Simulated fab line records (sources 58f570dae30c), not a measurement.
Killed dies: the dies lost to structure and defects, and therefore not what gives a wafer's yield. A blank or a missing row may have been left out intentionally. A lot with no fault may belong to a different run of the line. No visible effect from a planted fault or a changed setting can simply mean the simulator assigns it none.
The tool behind it: which one? :: flow berkeley-cmos170 :: 45 wafers from 15 lots sampled at 3 of the route's 331 steps

## WHAT EACH GAUGE READ, for each wafer
UCB170_PSD_CD_MEAS_06 targets a cd of 1200 nm.
lot: L374
measured: day 8 04:31
on: cd-sem-02
cd-nm (nm): 1198.3 1197.6 1198.3

lot: L375
measured: day 8 04:45
on: cd-sem-01
cd-nm (nm): 1197.9 1197.9 1198.2

lot: L376
measured: day 8 16:58
on: cd-sem-02
cd-nm (nm): 1200.0 1199.8 1200.1

lot: L378
measured: day 8 23:22
on: cd-sem-02
cd-nm (nm): 1199.3 1199.5 1197.4

lot: L379
measured: day 8 23:38
on: cd-sem-01
cd-nm (nm): 1201.7 1201.9 1202.3

lot: L377
measured: day 8 23:55
on: cd-sem-01
cd-nm (nm): 1199.6 1198.1 1200.0

lot: L380
measured: day 9 09:52
on: cd-sem-02
cd-nm (nm): 1201.1 1199.6 1202.7

lot: L382
measured: day 10 00:18
on: cd-sem-01
cd-nm (nm): 1199.3 1198.8 1198.2

lot: L383
measured: day 10 07:30
on: cd-sem-02
cd-nm (nm): 1201.7 1200.9 1200.9

lot: L386
measured: day 10 21:52
on: cd-sem-02
cd-nm (nm): 1199.6 1200.3 1199.2

lot: L387
measured: day 10 22:07
on: cd-sem-02
cd-nm (nm): 1199.2 1198.9 1198.4

lot: L389
measured: day 11 16:46
on: cd-sem-01
cd-nm (nm): 1198.5 1198.1 1198.8

lot: L391
measured: day 12 02:14
on: cd-sem-01
cd-nm (nm): 1202.1 1200.5 1201.5

lot: L393
measured: day 12 13:14
on: cd-sem-02
cd-nm (nm): 1199.2 1200.9 1200.3

lot: L394
measured: day 12 13:20
on: cd-sem-01
cd-nm (nm): 1201.3 1200.1 1200.1

UCB170_PSD_OVL_MEAS_07.
lot: L374
measured: day 8 04:38
on: overlay-01
PSD_OVL (nm): -9 -6 5

lot: L375
measured: day 8 04:52
on: overlay-01
PSD_OVL (nm): -5 -4 -8

lot: L376
measured: day 8 17:05
on: overlay-02
PSD_OVL (nm): 10 9 4

lot: L378
measured: day 8 23:29
on: overlay-02
PSD_OVL (nm): -2 3 -6

lot: L379
measured: day 8 23:45
on: overlay-01
PSD_OVL (nm): -9 8 1

lot: L377
measured: day 9 00:02
on: overlay-01
PSD_OVL (nm): -2 1 -2

lot: L380
measured: day 9 09:59
on: overlay-02
PSD_OVL (nm): 8 4 4

lot: L382
measured: day 10 00:25
on: overlay-02
PSD_OVL (nm): -4 -8 0

lot: L383
measured: day 10 07:37
on: overlay-01
PSD_OVL (nm): 10 0 6

lot: L386
measured: day 10 21:58
on: overlay-02
PSD_OVL (nm): 4 3 6

lot: L387
measured: day 10 22:14
on: overlay-01
PSD_OVL (nm): -4 2 -4

lot: L389
measured: day 11 16:50
on: overlay-02
PSD_OVL (nm): 0 -4 0

lot: L391
measured: day 12 02:20
on: overlay-01
PSD_OVL (nm): -4 0 -3

lot: L393
measured: day 12 13:21
on: overlay-01
PSD_OVL (nm): -2 0 3

lot: L394
measured: day 12 13:25
on: overlay-02
PSD_OVL (nm): 6 -3 4

UCB170_M1_CD_MEAS_09 targets a cd of 700 nm.
lot: L374
measured: day 8 16:14
on: cd-sem-02
cd-nm (nm): 698.9 699.4 700.1

lot: L375
measured: day 8 16:20
on: cd-sem-01
cd-nm (nm): 700.9 699.8 700.0

lot: L376
measured: day 9 04:58
on: cd-sem-02
cd-nm (nm): 701.5 700.8 701.8

lot: L378
measured: day 9 09:17
on: cd-sem-02
cd-nm (nm): 699.0 698.2 698.8

lot: L379
measured: day 9 09:33
on: cd-sem-02
cd-nm (nm): 697.9 698.2 699.4

lot: L377
measured: day 9 11:42
on: cd-sem-01
cd-nm (nm): 699.6 699.2 699.4

lot: L380
measured: day 9 20:02
on: cd-sem-02
cd-nm (nm): 699.4 699.8 699.0

lot: L382
measured: day 10 11:37
on: cd-sem-02
cd-nm (nm): 698.4 699.1 698.8

lot: L383
measured: day 10 20:10
on: cd-sem-02
cd-nm (nm): 699.6 699.8 699.2

lot: L386
measured: day 11 08:37
on: cd-sem-02
cd-nm (nm): 698.4 698.5 699.9

lot: L387
measured: day 11 09:13
on: cd-sem-02
cd-nm (nm): 698.9 699.9 698.3

lot: L389
measured: day 12 08:25
on: cd-sem-01
cd-nm (nm): 702.1 702.5 702.6

lot: L391
measured: day 12 13:33
on: cd-sem-02
cd-nm (nm): 699.3 701.5 702.1

lot: L393
measured: day 13 06:24
on: cd-sem-02
cd-nm (nm): 702.1 702.0 701.7

lot: L394
measured: day 13 06:35
on: cd-sem-02
cd-nm (nm): 699.1 699.8 699.2

## EACH LOT AND THE TOOL THAT RAN IT (in order: tool; ch and the chambers of the sampled wafers; start)
The record shows no process step preceding these readings.

## WHAT THE TOOLS THEMSELVES READ (means of the sampled wafers that have a number; where no wafer has one, the mark that the record gives instead)
The record holds no such reading with a usual standard deviation.

## THE ANSWER, worked out from the rows above alone
Rule: the usual values come from the lots themselves. The widest of any qualifying gaps counts: lots, ordered by their means at a reading, are off when they make up no more than a third of the lots, leave a main group of 4 or more, and stand apart from it by 3 or more times the standard deviation of that group's means. If all means in a main group match to the digits the tables above print for the reading, that group is not used. A lot without any number at a reading at which 4 lots or more have one is off too. Where the step has rows for the other lots, those lots are counted as sound. After the gauges, taken in route order, come the tools' own readings; for these a lot's mean is taken, as printed above. At the first step where some lot is off, the reading lying furthest off is the one used; lots without a number count as furthest.
No lot is off on any of the readings shown, so nothing can be concluded from this.

## WHAT WAS PUT IN BY THE SIMULATOR
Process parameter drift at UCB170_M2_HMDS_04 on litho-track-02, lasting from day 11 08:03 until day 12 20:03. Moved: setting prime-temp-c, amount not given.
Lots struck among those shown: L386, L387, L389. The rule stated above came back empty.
